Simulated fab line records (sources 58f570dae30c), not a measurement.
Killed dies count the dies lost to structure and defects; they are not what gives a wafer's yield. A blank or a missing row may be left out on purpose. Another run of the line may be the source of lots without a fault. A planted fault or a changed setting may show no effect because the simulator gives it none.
fab line records :: flow berkeley-cmos170 :: part 2 of 2: steps 31 to 43 of 43
record:
  lots: 5
  wafers: 15
  last-day: 12
route steps=331 shown ACTIVE@73 PFIELD@79 FIELD@89 SACOX@97 SCREENOX@100 NVT@104 PVT@115
lots with no fault: from the same line, run without faults
start-h: start of the lot's first displayed wafer, in hours after the record's first day :: wait-h: hours elapsed since this lot's preceding step :: " same as the row above :: L1.1+2: one row covering several wafers at once :: - value missing, or start not given :: * or withheld: withheld :: < > ~ a bound
route shown NAME@n: NAME is a module with steps in the file, n the number in the route of the first one :: usual: mean and standard deviation over wafers with no fault :: same: alike in all rows :: chamber/n: place in a boat :: sites: per-site readings :: _std_site: standard deviation across them :: _edge_site: the outer-site mean with the inner-site mean subtracted :: radius-mm: how far each site lies from the wafer's centre :: mask NAME#n: copy n :: behind: tool/chamber where the wafer was last shaped :: hold: what put the lot on hold/how long, in hours/how the hold closed :: device: the transistor (n, p or np) that didn't switch :: end of line: the tests these same wafers got at the end of their route :: for a step that has no rows: nothing shown but its recipe :: killed: at the first sort, the dies lost to defects and structure; wafer yield is something else :: map: a wafer's dies, x killed, . not, _ none there
set.NAME: the setting the step ran with; set.NAME@STEP: the setting that earlier step ran with :: model.NAME: the simulator's own value behind a step, which no gauge read
lots seen at some steps along the route; tables by step, rows by wafer
services: when a tool's chamber went out of use (start-h, in hours from the record's first day, below 0 if earlier), for how many hours, and the reason
== steps ==
step: UCB170_SCREENOX_ANNEAL_03
recipe:
  temp-c: 900
  time-s: 900
  ambient: N2
usual:
  spike-tc-centre-C: 902.0/1.1
lot.wafer: L082.1
tool: furnace-01
chamber: 0
start-h: 173.92
wait-h: 5.3
spike-tc-centre-C: 902.3

lot.wafer: L082.3
tool: furnace-01
chamber: 0
start-h: 173.92
wait-h: 5.3
spike-tc-centre-C: 900.3

lot.wafer: L082.6
tool: furnace-01
chamber: 0
start-h: 173.92
wait-h: 5.3
spike-tc-centre-C: 900.3

lot.wafer: L084.2
tool: furnace-02
chamber: 0
start-h: 187.40
wait-h: 5.5
spike-tc-centre-C: 903.4

lot.wafer: L084.3
tool: furnace-02
chamber: 0
start-h: 187.40
wait-h: 5.5
spike-tc-centre-C: 901.3

lot.wafer: L084.5
tool: furnace-02
chamber: 0
start-h: 187.40
wait-h: 5.5
spike-tc-centre-C: 901.1

lot.wafer: L086.1
tool: furnace-02
chamber: 0
start-h: 187.40
wait-h: 5.5
spike-tc-centre-C: 901.6

lot.wafer: L086.2
tool: furnace-02
chamber: 0
start-h: 187.40
wait-h: 5.5
spike-tc-centre-C: 900.5

lot.wafer: L086.3
tool: furnace-02
chamber: 0
start-h: 187.40
wait-h: 5.5
spike-tc-centre-C: 904.1

lot.wafer: L090.1
tool: furnace-01
chamber: 0
start-h: 203.60
wait-h: 8.8
spike-tc-centre-C: 901.8

lot.wafer: L090.2
tool: furnace-01
chamber: 0
start-h: 203.60
wait-h: 8.8
spike-tc-centre-C: 902.5

lot.wafer: L090.3
tool: furnace-01
chamber: 0
start-h: 203.60
wait-h: 8.8
spike-tc-centre-C: 901.6

lot.wafer: L091.3
tool: furnace-01
chamber: 0
start-h: 219.64
wait-h: 6.1
spike-tc-centre-C: 900.8

lot.wafer: L091.4
tool: furnace-01
chamber: 0
start-h: 219.64
wait-h: 6.1
spike-tc-centre-C: 899.4

lot.wafer: L091.6
tool: furnace-01
chamber: 0
start-h: 219.64
wait-h: 6.1
spike-tc-centre-C: 901.1
step: UCB170_NVT_HMDS_00
recipe:
  prime-time-s: 60
  prime-temp-c: 100
lot.wafer: L082.1+3+6
tool: litho-track-01
chamber: 0
start-h: 175.77
wait-h: 0.6

lot.wafer: L084.2+3+5
tool: litho-track-01
chamber: 0
start-h: 188.95
wait-h: 0.3

lot.wafer: L086.1+2+3
tool: litho-track-03
chamber: 0
start-h: 189.43
wait-h: 0.8

lot.wafer: L090.1+2+3
tool: litho-track-03
chamber: 0
start-h: 204.85
wait-h: 0.0

lot.wafer: L091.3+4+6
tool: litho-track-01
chamber: 0
start-h: 220.94
wait-h: 0.1
step: UCB170_NVT_COAT_01
recipe:
  resist: KrF
  spin-rpm: 1500
  resist-thk-nm: 900
lot.wafer: L082.1+3+6
tool: litho-track-01
chamber: 0
start-h: 175.92
wait-h: 0.1

lot.wafer: L084.2+3+5
tool: litho-track-01
chamber: 0
start-h: 189.10
wait-h: 0.1

lot.wafer: L086.1+2+3
tool: litho-track-03
chamber: 0
start-h: 189.58
wait-h: 0.1

lot.wafer: L090.1+2+3
tool: litho-track-03
chamber: 0
start-h: 205.00
wait-h: 0.1

lot.wafer: L091.3+4+6
tool: litho-track-01
chamber: 0
start-h: 221.09
wait-h: 0.1
step: UCB170_NVT_SOFTBAKE_02
recipe:
  resist: KrF
  temp-c: 130
  time-s: 60
lot.wafer: L082.1+3+6
tool: litho-track-01
chamber: 0
start-h: 176.07
wait-h: 0.1

lot.wafer: L084.2+3+5
tool: litho-track-01
chamber: 0
start-h: 189.25
wait-h: 0.1

lot.wafer: L086.1+2+3
tool: litho-track-03
chamber: 0
start-h: 189.73
wait-h: 0.1

lot.wafer: L090.1+2+3
tool: litho-track-03
chamber: 0
start-h: 205.15
wait-h: 0.1

lot.wafer: L091.3+4+6
tool: litho-track-01
chamber: 0
start-h: 221.24
wait-h: 0.1
step: UCB170_NVT_EXPOSE_03
recipe:
  mask-id: PWELL
  target-cd-nm: 3000
  na: 0.5
  sigma-outer: 0.6
  source-shape: conventional
  dose-mj: 30
lot.wafer: L082.1+3+6
tool: krf-scanner-01
chamber: 0
start-h: 176.22
wait-h: 0.1
mask: PWELL#0

lot.wafer: L084.2+3+5
tool: krf-scanner-02
chamber: 0
start-h: 189.62
wait-h: 0.3
mask: PWELL#0

lot.wafer: L086.1+2+3
tool: krf-scanner-01
chamber: 0
start-h: 190.19
wait-h: 0.4
mask: PWELL#0

lot.wafer: L090.1+2+3
tool: krf-scanner-02
chamber: 0
start-h: 205.55
wait-h: 0.4
mask: PWELL#0

lot.wafer: L091.3+4+6
tool: krf-scanner-02
chamber: 0
start-h: 221.49
wait-h: 0.2
mask: PWELL#0
step: UCB170_NVT_PEB_04
recipe:
  peb-temp-c: 130
  peb-time-s: withheld
  resist: KrF
lot.wafer: L082.1+3+6
tool: litho-track-04
chamber: 0
start-h: 177.21
wait-h: 1.0

lot.wafer: L084.2+3+5
tool: litho-track-04
chamber: 0
start-h: 190.10
wait-h: 0.5

lot.wafer: L086.1+2+3
tool: litho-track-03
chamber: 0
start-h: 190.43
wait-h: 0.2

lot.wafer: L090.1+2+3
tool: litho-track-01
chamber: 0
start-h: 205.66
wait-h: 0.1

lot.wafer: L091.3+4+6
tool: litho-track-03
chamber: 0
start-h: 221.62
wait-h: 0.1
step: UCB170_NVT_DEVELOP_05
recipe:
  developer: TMAH
  develop-time-s: 45
  resist: KrF
  dev-temp-c: 21
same:
  develop-time-s: 45
lot.wafer: L082.1+3+6
tool: litho-track-04
chamber: 0
start-h: -
wait-h: -

lot.wafer: L084.2+3+5
tool: litho-track-04
chamber: 0
start-h: -
wait-h: -

lot.wafer: L086.1+2+3
tool: litho-track-03
chamber: 0
start-h: -
wait-h: -

lot.wafer: L090.1+2+3
tool: litho-track-01
chamber: 0
start-h: -
wait-h: -

lot.wafer: L091.3+4+6
tool: litho-track-03
chamber: 0
start-h: -
wait-h: -
step: UCB170_NVT_OVL_MEAS_06
usual:
  NVT_OVL: -5/7.2
lot.wafer: L082.1
tool: overlay-01
chamber: -
start-h: 177.49
wait-h: -
NVT_OVL[nm]: -10

lot.wafer: L082.3
tool: overlay-01
chamber: -
start-h: 177.49
wait-h: -
NVT_OVL[nm]: -14

lot.wafer: L082.6
tool: overlay-01
chamber: -
start-h: 177.49
wait-h: -
NVT_OVL[nm]: -7

lot.wafer: L084.2
tool: overlay-02
chamber: -
start-h: 190.36
wait-h: -
NVT_OVL[nm]: -16

lot.wafer: L084.3
tool: overlay-02
chamber: -
start-h: 190.36
wait-h: -
NVT_OVL[nm]: -9

lot.wafer: L084.5
tool: overlay-02
chamber: -
start-h: 190.36
wait-h: -
NVT_OVL[nm]: -8

lot.wafer: L086.1
tool: overlay-02
chamber: -
start-h: 190.70
wait-h: -
NVT_OVL[nm]: -3

lot.wafer: L086.2
tool: overlay-02
chamber: -
start-h: 190.70
wait-h: -
NVT_OVL[nm]: -2

lot.wafer: L086.3
tool: overlay-02
chamber: -
start-h: 190.70
wait-h: -
NVT_OVL[nm]: 1

lot.wafer: L090.1
tool: overlay-02
chamber: -
start-h: 205.94
wait-h: -
NVT_OVL[nm]: -17

lot.wafer: L090.2
tool: overlay-02
chamber: -
start-h: 205.94
wait-h: -
NVT_OVL[nm]: -14

lot.wafer: L090.3
tool: overlay-02
chamber: -
start-h: 205.94
wait-h: -
NVT_OVL[nm]: -18

lot.wafer: L091.3
tool: overlay-01
chamber: -
start-h: 221.86
wait-h: -
NVT_OVL[nm]: -1

lot.wafer: L091.4
tool: overlay-01
chamber: -
start-h: 221.86
wait-h: -
NVT_OVL[nm]: -12

lot.wafer: L091.6
tool: overlay-01
chamber: -
start-h: 221.86
wait-h: -
NVT_OVL[nm]: -5
step: UCB170_NVT_IMPLANT_07
recipe:
  species: BF2
  dose-cm2: 3e+12
  energy-kev: 50
  tilt-deg: 7
usual:
  faraday-current-uA: 9.52/0.2
lot.wafer: L082.1
tool: implanter-02
chamber: 0
start-h: 177.52
wait-h: 0.0
faraday-current-uA: 9.73

lot.wafer: L082.3
tool: implanter-02
chamber: 0
start-h: 177.52
wait-h: 0.0
faraday-current-uA: 10.00

lot.wafer: L082.6
tool: implanter-02
chamber: 0
start-h: 177.52
wait-h: 0.0
faraday-current-uA: 9.63

lot.wafer: L084.2
tool: implanter-02
chamber: 0
start-h: 190.42
wait-h: 0.0
faraday-current-uA: 9.34

lot.wafer: L084.3
tool: implanter-02
chamber: 0
start-h: 190.42
wait-h: 0.0
faraday-current-uA: 9.53

lot.wafer: L084.5
tool: implanter-02
chamber: 0
start-h: 190.42
wait-h: 0.0
faraday-current-uA: 9.28

lot.wafer: L086.1
tool: implanter-04
chamber: 0
start-h: 190.74
wait-h: 0.0
faraday-current-uA: 9.62

lot.wafer: L086.2
tool: implanter-04
chamber: 0
start-h: 190.74
wait-h: 0.0
faraday-current-uA: 9.77

lot.wafer: L086.3
tool: implanter-04
chamber: 0
start-h: 190.74
wait-h: 0.0
faraday-current-uA: 9.56

lot.wafer: L090.1
tool: implanter-04
chamber: 0
start-h: 205.97
wait-h: 0.0
faraday-current-uA: 9.45

lot.wafer: L090.2
tool: implanter-04
chamber: 0
start-h: 205.97
wait-h: 0.0
faraday-current-uA: 9.88

lot.wafer: L090.3
tool: implanter-04
chamber: 0
start-h: 205.97
wait-h: 0.0
faraday-current-uA: 9.57

lot.wafer: L091.3
tool: implanter-04
chamber: 0
start-h: 221.93
wait-h: 0.1
faraday-current-uA: 9.61

lot.wafer: L091.4
tool: implanter-04
chamber: 0
start-h: 221.93
wait-h: 0.1
faraday-current-uA: 9.60

lot.wafer: L091.6
tool: implanter-04
chamber: 0
start-h: 221.93
wait-h: 0.1
faraday-current-uA: 9.55
step: UCB170_NVT_STRIP_08
recipe:
  chemistry: O2
  power-w: 400
  pressure-mtorr: 3500
  platen-temp-c: withheld
  o2-flow-sccm: 400
  overash-fraction: 0.5
usual:
  drypump-motor-current-A: 5.9/0.33
  oes-product-au: 0.735/0.0042
  strip-time-to-endpoint-s: 21.64/0.065
same:
  overash-fraction: 0.5
lot.wafer: L082.1
tool: plasma-asher-03
chamber: 0
start-h: 177.67
wait-h: 0.1
drypump-motor-current-A: 5.7
oes-product-au: 0.733
rf-hours-counter-h: 7
strip-time-to-endpoint-s: 21.59

lot.wafer: L082.3
tool: plasma-asher-03
chamber: 1
start-h: 177.67
wait-h: 0.1
drypump-motor-current-A: 5.9
oes-product-au: 0.741
rf-hours-counter-h: -
strip-time-to-endpoint-s: 21.61

lot.wafer: L082.6
tool: plasma-asher-03
chamber: 1
start-h: 177.67
wait-h: 0.1
drypump-motor-current-A: 5.8
oes-product-au: 0.737
rf-hours-counter-h: -
strip-time-to-endpoint-s: 21.58

lot.wafer: L084.2
tool: plasma-asher-03
chamber: 1
start-h: 190.54
wait-h: 0.1
drypump-motor-current-A: 5.9
oes-product-au: 0.733
rf-hours-counter-h: 9
strip-time-to-endpoint-s: 21.64

lot.wafer: L084.3
tool: plasma-asher-03
chamber: 1
start-h: 190.54
wait-h: 0.1
drypump-motor-current-A: 5.9
oes-product-au: 0.744
rf-hours-counter-h: -
strip-time-to-endpoint-s: 21.62

lot.wafer: L084.5
tool: plasma-asher-03
chamber: 1
start-h: 190.54
wait-h: 0.1
drypump-motor-current-A: 5.9
oes-product-au: 0.731
rf-hours-counter-h: -
strip-time-to-endpoint-s: 21.63

lot.wafer: L086.1
tool: plasma-asher-04
chamber: 1
start-h: 190.89
wait-h: 0.1
drypump-motor-current-A: 6.3
oes-product-au: 0.727
rf-hours-counter-h: 39
strip-time-to-endpoint-s: 21.66

lot.wafer: L086.2
tool: plasma-asher-04
chamber: 0
start-h: 190.89
wait-h: 0.1
drypump-motor-current-A: 5.7
oes-product-au: 0.740
rf-hours-counter-h: 39
strip-time-to-endpoint-s: 21.70

lot.wafer: L086.3
tool: plasma-asher-04
chamber: 0
start-h: 190.89
wait-h: 0.1
drypump-motor-current-A: 5.7
oes-product-au: 0.733
rf-hours-counter-h: -
strip-time-to-endpoint-s: 21.61

lot.wafer: L090.1
tool: plasma-asher-04
chamber: 1
start-h: 206.12
wait-h: 0.1
drypump-motor-current-A: 6.3
oes-product-au: 0.734
rf-hours-counter-h: 41
strip-time-to-endpoint-s: 21.60

lot.wafer: L090.2
tool: plasma-asher-04
chamber: 0
start-h: 206.12
wait-h: 0.1
drypump-motor-current-A: 5.7
oes-product-au: 0.742
rf-hours-counter-h: 41
strip-time-to-endpoint-s: 21.71

lot.wafer: L090.3
tool: plasma-asher-04
chamber: 0
start-h: 206.12
wait-h: 0.1
drypump-motor-current-A: 5.7
oes-product-au: 0.727
rf-hours-counter-h: -
strip-time-to-endpoint-s: 21.64

lot.wafer: L091.3
tool: plasma-asher-04
chamber: 1
start-h: 222.07
wait-h: 0.1
drypump-motor-current-A: 6.3
oes-product-au: 0.731
rf-hours-counter-h: -
strip-time-to-endpoint-s: 21.65

lot.wafer: L091.4
tool: plasma-asher-04
chamber: 0
start-h: 222.07
wait-h: 0.1
drypump-motor-current-A: 5.7
oes-product-au: 0.735
rf-hours-counter-h: -
strip-time-to-endpoint-s: 21.63

lot.wafer: L091.6
tool: plasma-asher-04
chamber: 1
start-h: 222.07
wait-h: 0.1
drypump-motor-current-A: 6.3
oes-product-au: 0.732
rf-hours-counter-h: -
strip-time-to-endpoint-s: 21.65
step: UCB170_NVT_TW_MEAS_09
usual:
  NVT_TW: 525/5.1
lot.wafer: L082.1
tool: film-metro-02
chamber: -
start-h: 177.77
wait-h: 0.1
NVT_TW: 523

lot.wafer: L082.3
tool: film-metro-02
chamber: -
start-h: 177.77
wait-h: 0.1
NVT_TW: 523

lot.wafer: L082.6
tool: film-metro-02
chamber: -
start-h: 177.77
wait-h: 0.1
NVT_TW: 523

lot.wafer: L084.2
tool: film-metro-02
chamber: -
start-h: 190.65
wait-h: 0.1
NVT_TW: 525

lot.wafer: L084.3
tool: film-metro-02
chamber: -
start-h: 190.65
wait-h: 0.1
NVT_TW: 526

lot.wafer: L084.5
tool: film-metro-02
chamber: -
start-h: 190.65
wait-h: 0.1
NVT_TW: 525

lot.wafer: L086.1
tool: film-metro-02
chamber: -
start-h: 190.99
wait-h: 0.1
NVT_TW: 523

lot.wafer: L086.2
tool: film-metro-02
chamber: -
start-h: 190.99
wait-h: 0.1
NVT_TW: 523

lot.wafer: L086.3
tool: film-metro-02
chamber: -
start-h: 190.99
wait-h: 0.1
NVT_TW: 522

lot.wafer: L090.1
tool: film-metro-04
chamber: -
start-h: 206.22
wait-h: 0.1
NVT_TW: 532

lot.wafer: L090.2
tool: film-metro-04
chamber: -
start-h: 206.22
wait-h: 0.1
NVT_TW: 529

lot.wafer: L090.3
tool: film-metro-04
chamber: -
start-h: 206.22
wait-h: 0.1
NVT_TW: 531

lot.wafer: L091.3
tool: film-metro-03
chamber: -
start-h: 222.15
wait-h: 0.1
NVT_TW: 514

lot.wafer: L091.4
tool: film-metro-03
chamber: -
start-h: 222.15
wait-h: 0.1
NVT_TW: 514

lot.wafer: L091.6
tool: film-metro-03
chamber: -
start-h: 222.15
wait-h: 0.1
NVT_TW: 514
step: UCB170_NVT_CLEAN_10
recipe:
  chemistry: SPM
  temp-c: 120
  time-s: 600
usual:
  bath-guard-temp-C: 119.9/0.36
lot.wafer: L082.1
tool: wet-bench-01
chamber: 1
start-h: 177.83
wait-h: 0.1
bath-guard-temp-C: 120.2

lot.wafer: L082.3
tool: wet-bench-01
chamber: 1
start-h: 177.83
wait-h: 0.1
bath-guard-temp-C: 119.8

lot.wafer: L082.6
tool: wet-bench-01
chamber: 1
start-h: 177.83
wait-h: 0.1
bath-guard-temp-C: 119.9

lot.wafer: L084.2
tool: wet-bench-01
chamber: 1
start-h: 192.70
wait-h: 2.0
bath-guard-temp-C: 119.5

lot.wafer: L084.3
tool: wet-bench-01
chamber: 1
start-h: 192.70
wait-h: 2.0
bath-guard-temp-C: 119.9

lot.wafer: L084.5
tool: wet-bench-01
chamber: 1
start-h: 192.70
wait-h: 2.0
bath-guard-temp-C: 119.6

lot.wafer: L086.1
tool: wet-bench-01
chamber: 3
start-h: 192.91
wait-h: 1.9
bath-guard-temp-C: 119.9

lot.wafer: L086.2
tool: wet-bench-01
chamber: 3
start-h: 192.91
wait-h: 1.9
bath-guard-temp-C: 120.3

lot.wafer: L086.3
tool: wet-bench-01
chamber: 3
start-h: 192.91
wait-h: 1.9
bath-guard-temp-C: 119.9

lot.wafer: L090.1
tool: wet-bench-02
chamber: 2
start-h: 206.30
wait-h: 0.1
bath-guard-temp-C: 120.4

lot.wafer: L090.2
tool: wet-bench-02
chamber: 2
start-h: 206.30
wait-h: 0.1
bath-guard-temp-C: 120.0

lot.wafer: L090.3
tool: wet-bench-02
chamber: 2
start-h: 206.30
wait-h: 0.1
bath-guard-temp-C: 120.0

lot.wafer: L091.3
tool: wet-bench-01
chamber: 2
start-h: 223.54
wait-h: 1.4
bath-guard-temp-C: 119.2

lot.wafer: L091.4
tool: wet-bench-01
chamber: 2
start-h: 223.54
wait-h: 1.4
bath-guard-temp-C: 119.2

lot.wafer: L091.6
tool: wet-bench-01
chamber: 2
start-h: 223.54
wait-h: 1.4
bath-guard-temp-C: 119.3
step: UCB170_PVT_HMDS_00
recipe:
  prime-time-s: 60
  prime-temp-c: 100
lot.wafer: L082.1+3+6
tool: litho-track-02
chamber: 0
start-h: 179.03
wait-h: 1.0

lot.wafer: L084.2+3+5
tool: litho-track-02
chamber: 0
start-h: 192.93
wait-h: 0.0

lot.wafer: L086.1+2+3
tool: litho-track-04
chamber: 0
start-h: 193.36
wait-h: 0.2

lot.wafer: L090.1+2+3
tool: litho-track-03
chamber: 0
start-h: 206.49
wait-h: 0.0

lot.wafer: L091.3+4+6
tool: litho-track-04
chamber: 0
start-h: 224.35
wait-h: 0.6
== services ==
tool: rie-diel-03
chamber: 3
start-h: 131.71
hours: 5.5
kind: repair

tool: implanter-02
chamber: -
start-h: 134.38
hours: 2.8
kind: pm

tool: rie-diel-03
chamber: 3
start-h: 139.70
hours: 8.0
kind: repair

tool: furnace-04
chamber: -
start-h: 141.19
hours: 3.4
kind: pm

tool: implanter-01
chamber: -
start-h: 144.67
hours: 6.9
kind: repair

tool: implanter-04
chamber: -
start-h: 149.61
hours: 1.5
kind: pm

tool: rie-diel-04
chamber: 1
start-h: 151.84
hours: 6.9
kind: repair

tool: krf-scanner-01
chamber: -
start-h: 156.13
hours: 1.3
kind: pm

tool: krf-scanner-02
chamber: -
start-h: 158.60
hours: 0.8
kind: pm

tool: implanter-04
chamber: -
start-h: 168.84
hours: 4.1
kind: repair

tool: plasma-asher-04
chamber: -
start-h: 173.93
hours: 14.6
kind: pm

tool: furnace-01
chamber: -
start-h: 187.20
hours: 3.2
kind: pm

tool: rie-diel-04
chamber: 0
start-h: 192.18
hours: 7.9
kind: repair

tool: implanter-04
chamber: -
start-h: 192.53
hours: 1.6
kind: repair

tool: furnace-02
chamber: -
start-h: 194.83
hours: 5.1
kind: pm

tool: plasma-asher-03
chamber: -
start-h: 205.18
hours: 6.7
kind: repair

tool: implanter-04
chamber: -
start-h: 206.12
hours: 3.2
kind: pm

tool: rie-diel-04
chamber: 2
start-h: 206.15
hours: 22.8
kind: repair

tool: plasma-asher-03
chamber: -
start-h: 212.66
hours: 1.7
kind: repair

tool: furnace-02
chamber: -
start-h: 214.41
hours: 2.3
kind: pm

tool: wet-bench-03
chamber: -
start-h: 214.53
hours: 6.4
kind: repair

tool: furnace-02
chamber: -
start-h: 215.88
hours: 4.3
kind: repair

tool: plasma-asher-03
chamber: -
start-h: 216.60
hours: 3.8
kind: repair

tool: wet-bench-04
chamber: -
start-h: 217.06
hours: 11.9
kind: repair
